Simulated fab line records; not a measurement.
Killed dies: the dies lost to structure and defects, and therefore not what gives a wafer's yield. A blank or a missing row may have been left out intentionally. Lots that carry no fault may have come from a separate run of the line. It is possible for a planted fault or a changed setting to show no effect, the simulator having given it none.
Which tool is to blame? || flow rit_cmos || Sampling: 7 lots, 21 wafers, 2 of 202 route steps

## WHAT THE GAUGES SHOWED, per wafer
RIT_WELLDRIVE_RS_MEAS_01: measures by four-point-probe.
{"lot": "L595", "measured": "day 2 10:55", "on": "film_metro-01", "NWELL_RS (ohm/sq)": "275.7 276.1 275.2"}
{"lot": "L598", "measured": "day 3 08:22", "on": "film_metro-01", "NWELL_RS (ohm/sq)": "275.1 275.6 275.7"}
{"lot": "L600", "measured": "day 3 19:52", "on": "film_metro-01", "NWELL_RS (ohm/sq)": "287.1 286.8 286.0"}
{"lot": "L602", "measured": "day 4 01:55", "on": "film_metro-03", "NWELL_RS (ohm/sq)": "277.2 276.9 276.4"}
{"lot": "L610", "measured": "day 5 14:48", "on": "film_metro-03", "NWELL_RS (ohm/sq)": "276.9 277.2 277.1"}
{"lot": "L614", "measured": "day 6 10:29", "on": "film_metro-01", "NWELL_RS (ohm/sq)": "275.4 275.6 275.8"}
{"lot": "L617", "measured": "day 7 01:03", "on": "film_metro-01", "NWELL_RS (ohm/sq)": "276.2 276.1 275.7"}

## WHICH TOOL RAN EACH LOT (tool, then ch and the chambers of the sampled wafers, then the start)
{"lot": "L595", "RIT_WELLDRIVE_ANNEAL_00": "furnace-03 ch 0, day 2 05:50"}
{"lot": "L598", "RIT_WELLDRIVE_ANNEAL_00": "furnace-01 ch 0, day 3 03:17"}
{"lot": "L600", "RIT_WELLDRIVE_ANNEAL_00": "furnace-01 ch 0, day 3 14:46"}
{"lot": "L602", "RIT_WELLDRIVE_ANNEAL_00": "furnace-03 ch 0, day 3 20:50"}
{"lot": "L610", "RIT_WELLDRIVE_ANNEAL_00": "furnace-04 ch 0, day 5 09:42"}
{"lot": "L614", "RIT_WELLDRIVE_ANNEAL_00": "furnace-04 ch 0, day 6 05:24"}
{"lot": "L617", "RIT_WELLDRIVE_ANNEAL_00": "furnace-01 ch 0, day 6 19:56"}
- RIT_WELLDRIVE_ANNEAL_00: time 14700 s.

## THE ANSWER, worked out from the rows above alone
Rule: the usual values come from the lots themselves. The widest of any qualifying gaps counts: lots, ordered by their means at a reading, are off when they make up no more than a third of the lots, leave a main group of 4 or more, and stand apart from it by 3 or more times the standard deviation of that group's means. If all means in a main group match to the digits the tables above print for the reading, that group is not used. Also off: a lot with no number at a reading for which 4 or more lots have one. The other lots that the step has rows for count as sound.
Off: L600, at RIT_WELLDRIVE_RS_MEAS_01 (NWELL_RS). The main group has a mean of 276.1 ohm/sq with a standard deviation of 0.62.
A tool fits if, at a process step before that reading, it ran every lot that is off, and no sound lot after the first of them. The gauges at RIT_WELLDRIVE_RS_MEAS_01 are tried like those tools. None of those tried fits.

## WHAT HAD BEEN PUT IN BY THE SIMULATOR
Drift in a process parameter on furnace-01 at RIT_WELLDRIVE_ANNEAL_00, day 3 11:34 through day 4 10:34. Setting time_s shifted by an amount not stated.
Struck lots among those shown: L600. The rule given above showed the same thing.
